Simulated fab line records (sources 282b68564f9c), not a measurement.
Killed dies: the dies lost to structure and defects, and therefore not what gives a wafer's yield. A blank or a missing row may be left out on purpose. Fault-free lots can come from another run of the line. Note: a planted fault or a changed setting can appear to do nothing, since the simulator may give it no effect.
Struck lot and sound lot, side by side ; flow rit_cmos ; 44 steps out of a route of 202
Sound: wafers L310.3, L310.4, L310.6. The struck wafers were L314.1, L314.3, L314.4. Last of all comes the cause.
Order at every step that has rows: each side's tool, ch and its chambers, its first start. Under that, the readings that differ: sound wafers ; struck wafers ; difference of the means ; sigmas: that difference in standard deviations of wafers without a fault.
alike: words and numbers the same on both sides, and readings whose means are apart by under 2 such deviations; not compared: readings that were withheld, readings missing a value for some wafer, numbers with overlapping values and no deviation given by the record, and bounds like >300 which may hide the same value.
A row with sigmas, a row that says differs or no value, or rows on one side alone: a step with any of these is where the two part. Numbers that don't overlap but have no deviation are shown without sigmas and don't part them. A reading missing from all wafers of one side parts the sides only when that side holds two or more wafers.

first, 4 steps without rows for these wafers: RIT_PLDD_SOFTBAKE_02 (time 60 s); RIT_PLDD_EXPOSE_03 (exposes mask M8, target cd 40900 nm); RIT_PLDD_PEB_04; RIT_PLDD_DEVELOP_05 (develop time 50 s).
RIT_PLDD_OVL_MEAS_06:
  sound on overlay-01, day 3 00:52; struck on overlay-02, day 3 23:15
  alike: PLDD_OVL
then, 2 steps without rows for these wafers: RIT_PLDD_HARDBAKE_07 (time 60 s); RIT_PLDD_IMPLANT_08.
RIT_PLDD_STRIP_09: strips in O2, time 180 s.
  sound on plasma_asher-02 ch 0,1, day 3 01:20; struck on plasma_asher-02 ch 0,1, day 3 23:35
  alike: drypump_motor_current_A
  not compared: rf_hours_counter_h
RIT_PLDD_TW_MEAS_10:
  sound on film_metro-03, day 3 01:28; struck on film_metro-03, day 3 23:46
  alike: PLDD_TW
then, 3 steps without rows for these wafers: RIT_SPACER_CLEAN_00 (cleans in SC1, time 600 s); RIT_SPACER_CLEAN_01 (cleans in dHF, time 30 s); RIT_SPACER_CLEAN_02 (cleans in SC2, time 600 s).
RIT_SPACER_CVD_03: deposits Si3N4 from SiH2Cl2/NH3, target thk 250 nm, time 3300 s.
  sound on lpcvd-02 ch 1, day 3 01:55; struck on lpcvd-01 ch 0, day 4 00:11
reading;sound;struck;difference;sigmas
susceptor_temp_C (C);810.2 810.7 810.3;- - -;no value on the struck wafers;
model.Si3N4_of_SPACER_CVD_03.thk_nm (nm);246.7 246.4 247.9;215.8 216.3 216.7;-30.7;
  alike: spike_tc_load_C
RIT_SPACER_THK_MEAS_04:
  sound on film_metro-04, day 3 03:51; struck on film_metro-04, day 4 02:06
reading;sound;struck;difference;sigmas
SPACER_NITRIDE_THK (nm);246.9 246.4 247.9;215.9 216.4 216.9;-30.7;-14
RIT_SPACER_ETCHBACK_05: etches Si3N4 in SF6/CHF3, stops on SiO2, target depth 250 nm, time 240 s.
  sound on rie_diel-02 ch 2,3, day 3 03:53; struck on rie_diel-02 ch 0,2,3, day 4 02:10
reading;sound;struck;difference;sigmas
oes_product_au (a.u.);0.847 0.841 0.846;0.765 0.768 0.760;-0.080;-7
model.etch.depth_nm (nm);246.7 246.4 247.9;215.8 216.3 216.7;-30.7;
  alike: drypump_motor_current_A, throttle_valve_pct
  not compared: rf_hours_counter_h
then, 6 steps without rows for these wafers: RIT_NSD_HMDS_00 (prime time 60 s); RIT_NSD_COAT_01 (resist thk 1000 nm); RIT_NSD_SOFTBAKE_02 (time 60 s); RIT_NSD_EXPOSE_03 (exposes mask M9, target cd 40700 nm); RIT_NSD_PEB_04; RIT_NSD_DEVELOP_05 (develop time 50 s).
RIT_NSD_OVL_MEAS_06:
  sound on overlay-02, day 3 05:02; struck on overlay-02, day 4 03:17
  alike: NSD_OVL
then, 2 steps without rows for these wafers: RIT_NSD_HARDBAKE_07 (time 60 s); RIT_NSD_IMPLANT_08.
RIT_NSD_STRIP_09: strips in O2, time 180 s.
  sound on plasma_asher-01 ch 0,1, day 3 05:25; struck on plasma_asher-02 ch 0,1, day 4 03:37
  alike: drypump_motor_current_A
  not compared: rf_hours_counter_h
RIT_NSD_TW_MEAS_10:
  sound on film_metro-03, day 3 05:32; struck on film_metro-04, day 4 03:48
  alike: NSD_TW
then, 6 steps without rows for these wafers: RIT_PSD_HMDS_00 (prime time 60 s); RIT_PSD_COAT_01 (resist thk 1000 nm); RIT_PSD_SOFTBAKE_02 (time 60 s); RIT_PSD_EXPOSE_03 (exposes mask M10, target cd 40900 nm); RIT_PSD_PEB_04; RIT_PSD_DEVELOP_05 (develop time 50 s).
RIT_PSD_OVL_MEAS_06:
  sound on overlay-01, day 3 06:27; struck on overlay-01, day 4 04:54
  alike: PSD_OVL
then, 2 steps without rows for these wafers: RIT_PSD_HARDBAKE_07 (time 60 s); RIT_PSD_IMPLANT_08.
RIT_PSD_STRIP_09: strips in O2, time 180 s.
  sound on plasma_asher-04 ch 0,1, day 3 06:50; struck on plasma_asher-01 ch 0,1, day 4 05:14
  alike: drypump_motor_current_A
  not compared: rf_hours_counter_h
RIT_PSD_TW_MEAS_10:
  sound on film_metro-04, day 3 06:58; struck on film_metro-03, day 4 05:25
  alike: PSD_TW
then, 3 steps without rows for these wafers: RIT_SDANNEAL_CLEAN_00 (cleans in SC1, time 600 s); RIT_SDANNEAL_CLEAN_01 (cleans in dHF, time 30 s); RIT_SDANNEAL_CLEAN_02 (cleans in SC2, time 600 s).
RIT_SDANNEAL_RTA_03: time 5 s.
  sound on rtp_anneal-01 ch 0, day 3 07:25; struck on rtp_anneal-01 ch 0, day 4 05:50
  alike: anneal_temp_c_max, wafer_temp_C_max
RIT_SDANNEAL_RS_MEAS_04: measurement is done with a four-point probe.
  sound on film_metro-04, day 3 07:29; struck on film_metro-04, day 4 05:54
  alike: PSD_RS
RIT_SILICIDE_WET_ETCH_00: etches SiO2 in BOE, target depth 14 nm, time 15 s.
  sound on wet_bench-03 ch 1, day 3 07:56; struck on wet_bench-03 ch 1, day 4 06:23
reading;sound;struck;difference;sigmas
model.Si3N4_of_SPACER_CVD_03.thk_nm (nm);191.3 191.3 192.3;166.4 166.9 168.3;-24.4;
RIT_M1_PROBE_99:
  sound on prober-01, day 3 16:06; struck on prober-01, day 4 13:47
reading;sound;struck;difference;sigmas
killed_at_M0_to_M3;0 0 0;0 1 0;+0;+3
killed_at_front_end;12 5 18;2 6 5;-7;-2
killed_dies;12 5 18;2 7 5;-7;-2
killed_short;5 3 9;1 2 2;-4;-2
model.etest.pmos_turned.r_on_ohm_um;3550 3480 3606;3750 3755 3614;+161;
model.etest.pmos_0p15.r_on_ohm_um;2854 2794 2918;3033 3080 2950;+166;
model.etest.nmos_0p15.r_on_ohm_um;1142 1124 1149;1304 1298 1237;+141;
model.etest.nmos_0p3.r_on_ohm_um;2122 2118 2160;2260 2306 2252;+139;
model.etest.nplus_sal.width_nm (nm);3482 3462 3451;3490 3498 3495;+29;
model.etest.pwell_pinched.rs_ohm_sq;447 453.4 450.2;483.4 480.8 475.6;+29.7;
model.etest.nwell_pinched.rs_ohm_sq;337.9 340.2 337.8;358.1 359.4 355.4;+19.0;
  alike: killed_open
  not compared: model.etest.pplus_sal.width_nm

## WHERE THEY PART
First at RIT_SPACER_CVD_03; last, within this record, at RIT_M1_PROBE_99.

WHY: whatever the simulator had introduced
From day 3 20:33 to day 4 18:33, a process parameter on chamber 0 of lpcvd-01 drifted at RIT_SPACER_CVD_03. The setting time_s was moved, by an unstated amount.
